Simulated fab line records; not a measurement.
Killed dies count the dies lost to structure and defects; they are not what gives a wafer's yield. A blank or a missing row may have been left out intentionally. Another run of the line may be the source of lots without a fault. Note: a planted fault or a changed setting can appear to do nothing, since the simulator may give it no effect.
2 desks looking at one fault || flow rit_cmos || what lay behind the numbers comes last; until then each desk has only its own

FROM THE METROLOGY DESK
What the gauges read for every lot (on any tool): the sampled wafers with a number, averaged. Marked OUT: a lot whose mean sits more than 4 standard deviations from the usual mean, which makes it out of limits; the brackets give that distance. It has 14 readings; the 7 that lie furthest out on some lot are the ones shown.
Columns: A = NSD_RS at RIT_SDANNEAL_RS_MEAS_05, usual 84.52 ohm/sq; B = SILICIDE_TI_RS at RIT_SILICIDE_RS_MEAS_02, usual 48.2 ohm/sq; C = SILICIDE_TI_THK at RIT_SILICIDE_THK_MEAS_03, usual 29.2 nm; D = cd_nm at RIT_CONTACT_CD_MEAS_08, usual 999.7 nm; E = cd_nm at RIT_CONTACT_CD_MEAS_90, usual 999.7 nm; F = M1_AL_RS at RIT_M1_RS_MEAS_01, usual 0.0735 ohm/sq; G = M1_AL_THK at RIT_M1_THK_MEAS_02, usual 400 nm
{"lot": "L978", "first seen here": "day 3 13:04", "A": 84.39, "B": 48.2, "C": 29.0, "D": 1001.0, "E": 1001.0, "F": 0.0746, "G": 395}
{"lot": "L982", "first seen here": "day 4 08:33", "A": 84.67, "B": 47.4, "C": 29.7, "D": 995.8, "E": 995.9, "F": 0.0733, "G": 402}
{"lot": "L991", "first seen here": "day 6 12:26", "A": 84.63, "B": 48.1, "C": 29.4, "D": 998.4, "E": 998.3, "F": 0.0743, "G": 395}
{"lot": "L994", "first seen here": "day 7 08:01", "A": 84.37, "B": 47.5, "C": 29.7, "D": 999.4, "E": 999.2, "F": 0.0740, "G": 396}
{"lot": "L996", "first seen here": "day 7 23:35", "A": 84.18, "B": 48.1, "C": 29.2, "D": 1002.8, "E": 1002.8, "F": 0.0726, "G": 403}
{"lot": "L997", "first seen here": "day 8 05:14", "A": 84.00, "B": 48.5, "C": 29.0, "D": 998.5, "E": 998.8, "F": 0.0718, "G": 411}
Result from this desk: across the 6 lots, nothing is out of limits.

THE TOOL OWNER'S DESK: pecvd-01
The tool's own readings at RIT_CONTACT_CVD_00 (deposits SiO2 from TEOS, target thk 400 nm, time 61 s): means of the sampled wafers that have a number, for each lot that ran on this tool. Marked OUT: a lot whose mean sits more than 4 standard deviations from the usual mean, which makes it out of limits; the brackets give that distance.
Columns: A = heater_power_w at RIT_CONTACT_CVD_00, usual 311 W
{"lot": "L982", "first seen here": "day 4 09:31", "A": 314}
{"lot": "L991", "first seen here": "day 6 13:26", "A": 309}
{"lot": "L994", "first seen here": "day 7 09:01", "A": 302}
Result from this desk: across the 3 lots, nothing is out of limits.

TAKEN TOGETHER
From the metrology desk's view, nothing was out of limits.
The tool owner's desk saw nothing out of limits.

WHAT HAD BEEN PUT IN BY THE SIMULATOR
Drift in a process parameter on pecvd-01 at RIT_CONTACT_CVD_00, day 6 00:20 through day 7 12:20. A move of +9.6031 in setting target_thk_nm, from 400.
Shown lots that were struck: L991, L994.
